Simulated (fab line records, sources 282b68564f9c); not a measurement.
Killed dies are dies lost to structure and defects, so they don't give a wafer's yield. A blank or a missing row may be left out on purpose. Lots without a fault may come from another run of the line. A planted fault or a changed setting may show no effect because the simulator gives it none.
Which tool did it? | flow rit_cmos | 14 lots, 42 wafers sampled, at 1 step of a route of 202

WHAT THE GAUGES READ, wafer by wafer
The record holds no reading of a measuring or inspecting step that can be judged against a usual standard deviation.

WHICH TOOL RAN EACH LOT (tool, then ch and the chambers of the sampled wafers, then the start)
lot  | RIT_NWELL_EXPOSE_03
L314 | iline_stepper-02 ch 0, day 2 06:41
L315 | iline_stepper-01 ch 0, day 2 11:00
L316 | iline_stepper-02 ch 0, day 2 17:44
L319 | iline_stepper-02 ch 0, day 3 07:08
L321 | iline_stepper-01 ch 0, day 3 18:05
L322 | iline_stepper-02 ch 0, day 4 00:17
L323 | iline_stepper-01 ch 0, day 4 06:05
L325 | iline_stepper-01, day 4 12:47
L326 | iline_stepper-02, day 4 21:22
L331 | iline_stepper-01 ch 0, day 5 18:59
L332 | iline_stepper-02 ch 0, day 6 02:27
L333 | iline_stepper-02 ch 0, day 6 07:45
L334 | iline_stepper-01 ch 0, day 6 12:16
L335 | iline_stepper-02 ch 0, day 6 18:39
- RIT_NWELL_EXPOSE_03: exposes mask M2, target cd 43900 nm.

WHAT THE TOOLS THEMSELVES READ (means of the sampled wafers that have a number; where no wafer has one, the mark that the record gives instead)
RIT_NWELL_EXPOSE_03. Usual: exposure_dose_mJ_cm2 250.04, standard deviation 0.24; focus_offset_nm -0.2 nm, standard deviation 0.59.
lot  | tool             | exposure_dose_mJ_cm2 | focus_offset_nm (nm) | flag
L314 | iline_stepper-02 | 250.21               | -0.8                 |
L315 | iline_stepper-01 | 250.09               | -0.2                 |
L316 | iline_stepper-02 | 250.36               | 0.5                  |
L319 | iline_stepper-02 | 250.05               | -0.2                 |
L321 | iline_stepper-01 | 250.10               | -0.6                 |
L322 | iline_stepper-02 | 249.86               | -0.9                 |
L323 | iline_stepper-01 | 249.80               | 0.1                  |
L325 | iline_stepper-01 | -                    | -                    | OFF
L326 | iline_stepper-02 | -                    | -                    | OFF
L331 | iline_stepper-01 | 250.32               | -0.2                 |
L332 | iline_stepper-02 | 249.70               | -0.2                 |
L333 | iline_stepper-02 | 249.75               | -0.5                 |
L334 | iline_stepper-01 | 250.18               | -1.0                 |
L335 | iline_stepper-02 | 249.87               | 0.2                  |

THE ANSWER, worked out from the rows above alone
Rule: a lot is off if the mean of its wafers that have a number lies more than 3 standard deviations from the usual mean. A lot without any number at a reading at which 4 lots or more have one is off too. The other lots that the step has rows for count as sound. The gauges are gone through in route order, then the tools' own readings, and for those a lot's mean is taken as printed above. The first step at which some lot is off is used, and at that step the reading that is off furthest; a lot without a number counts as furthest.
Off: L325, L326, at RIT_NWELL_EXPOSE_03 (exposure_dose_mJ_cm2). Without a number there: L325, L326.
A tool fits if, at that step or a process step before it, it ran every lot that is off, and no sound lot after the first of them. None of those tried fits.

WHAT THE SIMULATOR HAD PUT IN
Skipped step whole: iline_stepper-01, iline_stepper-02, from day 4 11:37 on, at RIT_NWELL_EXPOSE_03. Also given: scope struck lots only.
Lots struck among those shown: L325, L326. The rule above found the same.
